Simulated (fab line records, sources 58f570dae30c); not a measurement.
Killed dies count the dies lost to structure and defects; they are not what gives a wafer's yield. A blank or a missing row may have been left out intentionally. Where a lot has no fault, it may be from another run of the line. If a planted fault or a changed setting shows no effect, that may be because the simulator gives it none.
Which of the tools did it? | flow berkeley cmos170 | Sampling: 14 lots, 42 wafers, 6 of 331 route steps

== WHAT THE GAUGES SHOWED, per wafer ==
UCB170_NWELL_THK_MEAS_05.
lot  | measured    | on            | NWELL_NITRIDE_THK (nm)
L848 | day 2 07:02 | film metro-04 | 224.4 224.0 222.9
L849 | day 2 07:02 | film metro-01 | 222.5 223.2 224.0
L850 | day 2 13:34 | film metro-04 | 224.4 223.5 225.5
L851 | day 3 00:19 | film metro-04 | 82.8 81.8 81.8
L852 | day 3 00:18 | film metro-03 | 83.9 83.5 83.7
L853 | day 3 07:13 | film metro-01 | 226.8 225.8 226.0
L858 | day 4 06:33 | film metro-01 | 222.4 225.2 224.2
L861 | day 5 01:49 | film metro-03 | 226.2 223.7 224.7
L862 | day 5 04:42 | film metro-01 | 222.7 224.9 224.6
L867 | day 6 02:17 | film metro-04 | 223.1 224.4 221.4
L868 | day 6 06:12 | film metro-01 | 226.2 227.2 227.1
L869 | day 6 14:11 | film metro-01 | 216.9 220.1 216.9
L870 | day 6 17:56 | film metro-04 | 224.6 224.1 225.5
L871 | day 6 22:23 | film metro-01 | 226.7 224.6 224.3

UCB170_SACOX_THK_MEAS_02.
lot  | measured    | on            | SACOX_OXIDE_THK (nm)
L848 | day 4 23:45 | film metro-02 | 14.74 14.49 14.62
L849 | day 4 23:45 | film metro-04 | 14.56 14.24 14.59
L850 | day 4 23:49 | film metro-01 | 14.62 14.70 14.35
L851 | day 5 23:05 | film metro-04 | 14.14 14.16 13.95
L852 | day 5 15:13 | film metro-01 | 14.84 14.89 14.65
L853 | day 5 23:05 | film metro-01 | 14.21 14.19 14.10
L858 | day 6 21:47 | film metro-01 | 14.43 14.50 14.37
L861 | day 8 02:24 | film metro-01 | 14.14 14.00 14.05
L862 | day 8 02:23 | film metro-02 | 14.17 14.24 14.08
L867 | day 8 18:09 | film metro-01 | 14.50 14.53 14.67
L868 | day 8 22:28 | film metro-02 | 15.04 14.90 14.59
L869 | day 9 13:37 | film metro-02 | 14.14 14.36 14.13
L870 | day 9 13:38 | film metro-04 | 14.21 14.22 14.15
L871 | day 9 19:37 | film metro-02 | 14.58 14.46 14.35

UCB170_GATE_THK_MEAS_05.
lot  | measured     | on            | GATE_POLY_THK (nm)
L848 | day 5 19:05  | film metro-01 | 217.9 218.1 215.6
L849 | day 5 19:09  | film metro-02 | 213.8 211.0 212.1
L850 | day 5 19:05  | film metro-02 | 213.8 211.9 213.5
L851 | day 6 19:20  | film metro-01 | 213.9 216.3 215.7
L852 | day 6 16:12  | film metro-02 | 213.8 214.7 213.1
L853 | day 6 19:19  | film metro-02 | 218.9 217.0 218.6
L858 | day 7 22:58  | film metro-02 | 210.1 214.3 211.5
L861 | day 9 01:12  | film metro-02 | 213.2 213.2 211.7
L862 | day 9 01:11  | film metro-04 | 214.2 212.9 214.2
L867 | day 9 15:16  | film metro-02 | 214.4 215.7 215.5
L868 | day 9 21:24  | film metro-02 | 211.6 212.5 212.6
L869 | day 10 14:08 | film metro-02 | 213.3 213.7 213.8
L870 | day 10 14:10 | film metro-04 | 213.6 215.4 215.5
L871 | day 10 14:14 | film metro-01 | 212.5 214.4 213.5

UCB170_GATE_OVL_MEAS_13.
lot  | measured     | on         | GATE_OVL (nm)
L848 | day 5 20:31  | overlay-02 | -12 -11 -9
L849 | day 5 20:50  | overlay-02 | 6 0 5
L850 | day 5 20:11  | overlay-01 | 6 -3 1
L851 | day 6 20:42  | overlay-01 | 2 -2 1
L852 | day 6 17:13  | overlay-01 | 0 -8 2
L853 | day 6 20:34  | overlay-02 | 2 0 0
L858 | day 8 00:16  | overlay-01 | 5 13 1
L861 | day 9 03:04  | overlay-01 | -8 -4 -5
L862 | day 9 03:11  | overlay-01 | -4 -3 4
L867 | day 9 16:55  | overlay-02 | -2 -5 -2
L868 | day 9 22:34  | overlay-02 | -4 3 -6
L869 | day 10 16:23 | overlay-02 | -1 -9 2
L870 | day 10 15:46 | overlay-02 | -16 -14 -12
L871 | day 10 16:40 | overlay-01 | 6 -6 7

== WHICH TOOL RAN EACH LOT (tool, then ch and the chambers of the sampled wafers, then the start) ==
lot  | UCB170_NWELL_CVD_04        | UCB170_NWELL_ETCH_13
L848 | lpcvd-01 ch 0, day 2 05:06 | rie diel-03 ch 2,3, day 2 08:20
L849 | lpcvd-01 ch 1, day 2 05:06 | rie diel-04 ch 0,1,2, day 2 08:06
L850 | lpcvd-01 ch 1, day 2 11:38 | rie diel-02 ch 0,1,2, day 2 14:50
L851 | lpcvd-01 ch 0, day 2 22:22 | rie diel-03 ch 1,3, day 3 01:22
L852 | lpcvd-01 ch 0, day 2 22:22 | rie diel-02 ch 0,1,3, day 3 01:29
L853 | lpcvd-02 ch 1, day 3 05:17 | rie diel-04 ch 0,1,3, day 3 08:47
L858 | lpcvd-02 ch 0, day 4 04:35 | rie diel-02 ch 0,1,2, day 4 07:28
L861 | lpcvd-02 ch 1, day 4 21:26 | rie diel-03 ch 1,3, day 5 02:55
L862 | lpcvd-02 ch 0, day 5 01:47 | rie diel-04 ch 1,2,3, day 5 06:09
L867 | lpcvd-01 ch 0, day 6 00:20 | rie diel-03 ch 1,2,3, day 6 03:12
L868 | lpcvd-01 ch 1, day 6 04:15 | rie diel-04 ch 0,1, day 6 07:49
L869 | lpcvd-01 ch 0, day 6 12:16 | rie diel-02 ch 0,2,3, day 6 15:37
L870 | lpcvd-01 ch 1, day 6 15:59 | rie diel-02 ch 1,2, day 6 19:02
L871 | lpcvd-01 ch 1, day 6 20:28 | rie diel-02 ch 1,2,3, day 6 23:28
- UCB170_NWELL_CVD_04: deposits Si3N4 from SiH2Cl2/NH3, target thk 224 nm, time 3360 s.
- UCB170_NWELL_ETCH_13: etches Si3N4 in CH3F/Ar/O2, stops on SiO2, target depth 246.4 nm, time 154 s.

== WHAT THE TOOLS THEMSELVES READ (means of the sampled wafers that have a number; where no wafer has one, the mark that the record gives instead) ==
UCB170_NWELL_CVD_04.
lot  | tool     | spike tc load C (C) | susceptor temp C (C) | zone power load pct (%)
L848 | lpcvd-01 | 821                 | 800.0                | 20.1
L849 | lpcvd-01 | 823                 | 800.3                | 23.0
L850 | lpcvd-01 | 823                 | 800.0                | 23.1
L851 | lpcvd-01 | 821                 | 799.7                | 20.2
L852 | lpcvd-01 | 821                 | 800.2                | 19.9
L853 | lpcvd-02 | 822                 | 800.1                | 17.5
L858 | lpcvd-02 | 829                 | 799.9                | 18.4
L861 | lpcvd-02 | 823                 | 799.7                | 17.4
L862 | lpcvd-02 | 829                 | 800.1                | 18.2
L867 | lpcvd-01 | 820                 | 799.9                | 19.8
L868 | lpcvd-01 | 824                 | 799.8                | 23.0
L869 | lpcvd-01 | 821                 | 800.2                | 20.1
L870 | lpcvd-01 | 824                 | 800.2                | 23.1
L871 | lpcvd-01 | 824                 | 800.0                | 23.1

UCB170_NWELL_ETCH_13.
lot  | tool        | drypump motor current A (A) | oes product au (a.u.) | throttle valve pct (%)
L848 | rie diel-03 | 6.1                         | 0.926                 | 8.17
L849 | rie diel-04 | 5.7                         | 0.931                 | 8.10
L850 | rie diel-02 | 5.7                         | 0.958                 | 8.10
L851 | rie diel-03 | 5.7                         | 0.588                 | 8.11
L852 | rie diel-02 | 5.8                         | 0.594                 | 8.03
L853 | rie diel-04 | 5.8                         | 0.937                 | 8.00
L858 | rie diel-02 | 5.7                         | 0.957                 | 8.10
L861 | rie diel-03 | 5.9                         | 0.955                 | 8.07
L862 | rie diel-04 | 5.6                         | 0.933                 | 8.11
L867 | rie diel-03 | 6.0                         | 0.937                 | 8.11
L868 | rie diel-04 | 5.9                         | 0.932                 | 7.99
L869 | rie diel-02 | 6.0                         | 0.933                 | 8.13
L870 | rie diel-02 | 5.4                         | 0.955                 | 8.11
L871 | rie diel-02 | 5.7                         | 0.956                 | 8.16

== THE ANSWER, worked out from the rows above alone ==
Rule: the usual values come from the lots themselves. The widest of any qualifying gaps counts: lots, ordered by their means at a reading, are off when they make up no more than a third of the lots, leave a main group of 4 or more, and stand apart from it by 3 or more times the standard deviation of that group's means. A main group is skipped when, at the precision printed for the reading in the tables above, its means are all equal. A lot without any number at a reading at which 4 lots or more have one is off too. Any other lot the step has rows for is counted as sound. Order of review: gauges by route order, followed by the tools' own readings, for which a lot's mean as printed above is used. At the first step where some lot is off, the reading lying furthest off is the one used; lots without a number count as furthest.
Off: L851, L852, at UCB170_NWELL_THK_MEAS_05 (NWELL_NITRIDE_THK). Main group: mean 224.0 nm, sd 2.1.
A tool fits if, at a process step before that reading, it ran every lot that is off, and no sound lot after the first of them. Not tried: the gauges at UCB170_NWELL_THK_MEAS_05; whatever is off there is also off at UCB170_NWELL_ETCH_13, on other tools, and gauge error can't account for it. Of those tried, none fits.

== WHAT THE SIMULATOR HAD INSERTED ==
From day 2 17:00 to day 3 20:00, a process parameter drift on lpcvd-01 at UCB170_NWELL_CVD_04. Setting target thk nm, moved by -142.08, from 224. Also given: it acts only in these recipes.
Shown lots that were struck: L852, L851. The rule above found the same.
